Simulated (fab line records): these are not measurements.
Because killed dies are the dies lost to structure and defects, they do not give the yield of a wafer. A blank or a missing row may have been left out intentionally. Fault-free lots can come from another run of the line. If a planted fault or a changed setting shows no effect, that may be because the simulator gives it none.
Struck lot and sound lot, side by side || flow rit cmos || 14 out of 202 route steps
Sound: these wafers, L107.1, L107.2, L107.3. Wafers struck: L120.1, L120.3, L120.6. Last of all comes the cause.
For every step that has rows: the tool of each side, followed by ch and its chambers, followed by its first start. Under that, the readings that differ: sound wafers || struck wafers || difference of the means || sigmas: that difference in standard deviations of wafers without a fault.
alike: same words and numbers on both sides, and readings whose means sit less than 2 such deviations apart. not compared: any withheld reading, any reading some wafer has no value for, any bound like >300 that may hide the same value, and any number with overlapping values for which the record gives no deviation.
A row with sigmas, a row that says differs or no value, or rows on one side alone: a step with any of these is where the two part. When numbers do not overlap yet have no deviation, they are printed without sigmas and do not part them. A reading missing from all wafers of one side parts the sides only when that side holds two or more wafers.

first, 1 step without rows for these wafers: RIT_PWELL_DEVELOP_05 (develop time 68 s).
RIT_PWELL_OVL_MEAS_06:
  sound on overlay-01 at day 1 22:13; struck on overlay-02 at day 4 14:46
{"reading": "PWELL_OVL (nm)", "sound": "-2.3 -2.8 -2.0", "struck": "0.9 2.2 1.5", "difference": "+3.9", "sigmas": "+3"}
then, 2 steps without rows for these wafers: RIT_PWELL_HARDBAKE_07 (time 120 s); RIT_PWELL_IMPLANT_08.
RIT_PWELL_STRIP_09: strips in O2, time 180 s.
  sound on plasma asher-04 ch 0,1, day 1 22:39; struck on plasma asher-02 ch 1, day 4 15:12
  alike: drypump motor current A
  not compared: rf hours counter h
RIT_PWELL_TW_MEAS_10:
  sound on film metro-03 at day 1 22:50; struck on film metro-01 at day 4 15:22
  alike: PWELL_TW
then, 1 step without rows for these wafers: RIT_WELLDRIVE_ANNEAL_00 (time 14700 s).
RIT_WELLDRIVE_RS_MEAS_01: uses a four-point probe to measure.
  sound on film metro-03 at day 2 04:07; struck on film metro-01 at day 4 20:39
  alike: NWELL_RS
RIT_WELLDRIVE_RS_MEAS_02: uses a four-point probe to measure.
  sound on film metro-03 at day 2 04:14; struck on film metro-01 at day 4 20:46
  alike: PWELL_RS
then, 3 steps without rows for these wafers: RIT_NRETRO_HMDS_00 (prime time 60 s); RIT_NRETRO_COAT_01 (resist thk 1300 nm); RIT_NRETRO_SOFTBAKE_02 (time 60 s).
RIT_NRETRO_EXPOSE_03: exposes mask M4, target cd 43900 nm.
  struck on iline stepper-02, day 4 21:29; sound on iline stepper-02 ch 0, day 2 04:49
  no value came back on the struck wafers for exposure dose mJ cm2, focus offset nm (nm), reticle temp C (C); on the sound wafers exposure dose mJ cm2 reads 250.02 249.62 249.79
  alike: mask
after that, 1 step had no rows for these wafers: RIT_NRETRO_PEB_04.

WHERE THEY PART
At RIT_PWELL_OVL_MEAS_06 first; at RIT_NRETRO_EXPOSE_03 last (within this record only).

WHY: what the simulator had put in
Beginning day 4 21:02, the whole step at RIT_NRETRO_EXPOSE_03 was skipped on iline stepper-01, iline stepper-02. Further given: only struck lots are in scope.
